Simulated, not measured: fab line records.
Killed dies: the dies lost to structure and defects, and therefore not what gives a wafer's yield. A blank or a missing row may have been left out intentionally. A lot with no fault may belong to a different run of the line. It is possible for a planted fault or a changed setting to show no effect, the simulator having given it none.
Problem report, 8D (eight disciplines) form, completed by code	flow berkeley-cmos170	the parts of the form that need people (team, actions taken, sign-off) are left out

== 1. THE ISSUE ==
Mean PVT_TW at UCB170_PVT_TW_MEAS_09: 466.0 over 9 wafers in 3 lots; fault-free wafers: 507.1, standard deviation 2.4. That puts it -17 standard deviations away from the usual mean.
Earliest sighting: wafer L184.1 on film-metro-04 at day 9 18:41. The record has a number at this step for 45 wafers belonging to 15 lots. Rule for "out" (also "out of limits"): further than 4 standard deviations from the usual mean. Any other wafer with a number is counted as sound.

== 2. WHAT IT IS AND WHAT IT IS NOT ==
question	is	is not
which readings at this step	PVT_TW	-
which lots	L184, L186, L187	L165, L166, L167, L168, L170, L172, L173, L175, L177, L182, L183, L188
which wafers of those lots	all that have a number	-
read on which gauges	film-metro-01, film-metro-02, film-metro-04	-
when	from day 9 18:41	up to then (30 sound wafers); but 6 sound wafers of L183, L188 came after

== 3. WHAT RULES OUT EACH SUSPECT ==
Counting: a tool stays on the suspect list if, at a process step up to the reading, it processed all lots that are out and no sound lot following the first of them.
- ruled out: the gauge at UCB170_PVT_TW_MEAS_09. 3 gauges (film-metro-01, film-metro-02, film-metro-04) read the wafers that are out.
- implanter-03 at UCB170_PVT_IMPLANT_07: kept. It processed each lot that is out, first L184 at day 9 18:24, and no sound lot thereafter; up to then, the last sound lot it processed was L177 at day 8 11:03. Its own beam-on-s, faraday-current-uA readings are out on those wafers.
After counting, what remains is implanter-03 at UCB170_PVT_IMPLANT_07.

== 4. THE CAUSE (what the simulator had put in) ==
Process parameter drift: implanter-03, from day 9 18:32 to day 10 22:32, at UCB170_PVT_IMPLANT_07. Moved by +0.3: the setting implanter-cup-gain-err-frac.
Only this tool survived the counting.

== 5. SEQUENCE OF EFFECTS, ordered by route ==
One row per reading whose mean, taken over the struck wafers that have a number, lies over 3 standard deviations from the usual. Only readings whose record carries a usual standard deviation are examined. hours: median over the lots of the time between each lot's start at the first step of this table that gives one and its start at this step. sigmas: the change, counted in usual standard deviations.
hours	step	reading	usual	on struck wafers	change	sigmas
0	UCB170_PVT_IMPLANT_07	beam-on-s	10.00 s	7.71	-2.29	-11
0	UCB170_PVT_IMPLANT_07	faraday-current-uA	6.34	8.23	+1.89	+15
0	UCB170_PVT_TW_MEAS_09	PVT_TW	507.1	466.0	-41.1	-17
Process steps it contains:
- UCB170_PVT_IMPLANT_07

== 6. HOW IT WOULD HAVE BEEN CAUGHT EARLIER ==
In this record the first reading out of limits at a measuring or inspecting step was taken at day 9 18:41, 0 hours after the fault began at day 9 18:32.
At UCB170_PVT_IMPLANT_07, the tool's own readings (beam-on-s, faraday-current-uA) were out on each struck wafer the step has a row for, so an alarm limit on them would have fired on the first such wafer.
Of the lots that are out (3), L186, L187 began UCB170_PVT_IMPLANT_07 on implanter-03 after day 9 18:41. A hold on the tool at that time would have spared those 2.
